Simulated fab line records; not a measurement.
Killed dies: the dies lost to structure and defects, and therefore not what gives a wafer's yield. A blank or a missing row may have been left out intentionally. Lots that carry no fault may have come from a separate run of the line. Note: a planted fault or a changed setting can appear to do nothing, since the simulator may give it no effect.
What tool caused it? | flow rit_cmos | Sampling: 7 lots, 21 wafers, 3 of 202 route steps

WHAT THE GAUGES SHOWED, per wafer
RIT_SILICIDE_RS_MEAS_02: the measuring method here is four-point-probe.
lot  | measured    | on            | SILICIDE_TI_RS (ohm/sq)
L851 | day 3 07:03 | film_metro-04 | 45.0 45.1 44.7
L853 | day 3 17:07 | film_metro-04 | 46.2 46.3 45.7
L856 | day 4 07:13 | film_metro-04 | 46.4 46.2 46.3
L858 | day 4 17:58 | film_metro-04 | 45.4 44.7 45.9
L861 | day 5 09:43 | film_metro-01 | 46.7 47.3 47.2
L864 | day 6 00:44 | film_metro-04 | 45.4 45.3 199.5
L872 | day 7 15:46 | film_metro-03 | 46.8 46.5 46.4

EACH LOT AND THE TOOL THAT RAN IT (in order: tool; ch and the chambers of the sampled wafers; start)
lot  | RIT_GATE_STRIP_20                   | RIT_SILICIDE_SPUTTER_01
L851 | plasma_asher-02 ch 0,1, day 2 18:09 | pvd_sputter-03, day 3 06:54
L853 | plasma_asher-03 ch 0,1, day 3 04:26 | pvd_sputter-04, day 3 16:58
L856 | plasma_asher-01 ch 0,1, day 3 18:23 | pvd_sputter-01, day 4 07:02
L858 | plasma_asher-02 ch 0,1, day 4 04:46 | pvd_sputter-01, day 4 17:48
L861 | plasma_asher-01 ch 0,1, day 4 19:59 | pvd_sputter-04, day 5 09:32
L864 | plasma_asher-01 ch 0,1, day 5 11:58 | pvd_sputter-01, day 6 00:35
L872 | plasma_asher-01 ch 0,1, day 7 02:37 | pvd_sputter-04, day 7 15:35
- RIT_GATE_STRIP_20: strips in O2, time 180 s.
- RIT_SILICIDE_SPUTTER_01: material Ti, target thk 30 nm, time 240 s.

THE ANSWER, worked out from the rows above alone
Rule: the usual values come from the lots themselves. Put in order of their means at a reading, lots are off if they are a third of the lots or fewer, leave a main group of 4 or more, and stand apart from it by a gap of 3 or more times the standard deviation of the main group's means; of several such gaps the widest counts. A main group whose means are all the same, to the digits that the tables above print for the reading, isn't used. Also off: a lot with no number at a reading for which 4 or more lots have one. All remaining lots with rows at the step are treated as sound.
Off: at RIT_SILICIDE_RS_MEAS_02 (SILICIDE_TI_RS), L864. Mean 46.0 ohm/sq and standard deviation 0.72 in the main group.
A tool fits if, at a process step before that reading, it ran every lot that is off, and no sound lot after the first of them. Gauges at RIT_SILICIDE_RS_MEAS_02: tried the same way as those tools. Undecided on this evidence; 2 tools fit (pvd_sputter-01 at RIT_SILICIDE_SPUTTER_01, film_metro-04 at RIT_SILICIDE_RS_MEAS_02).

WHAT THE SIMULATOR HAD PUT IN
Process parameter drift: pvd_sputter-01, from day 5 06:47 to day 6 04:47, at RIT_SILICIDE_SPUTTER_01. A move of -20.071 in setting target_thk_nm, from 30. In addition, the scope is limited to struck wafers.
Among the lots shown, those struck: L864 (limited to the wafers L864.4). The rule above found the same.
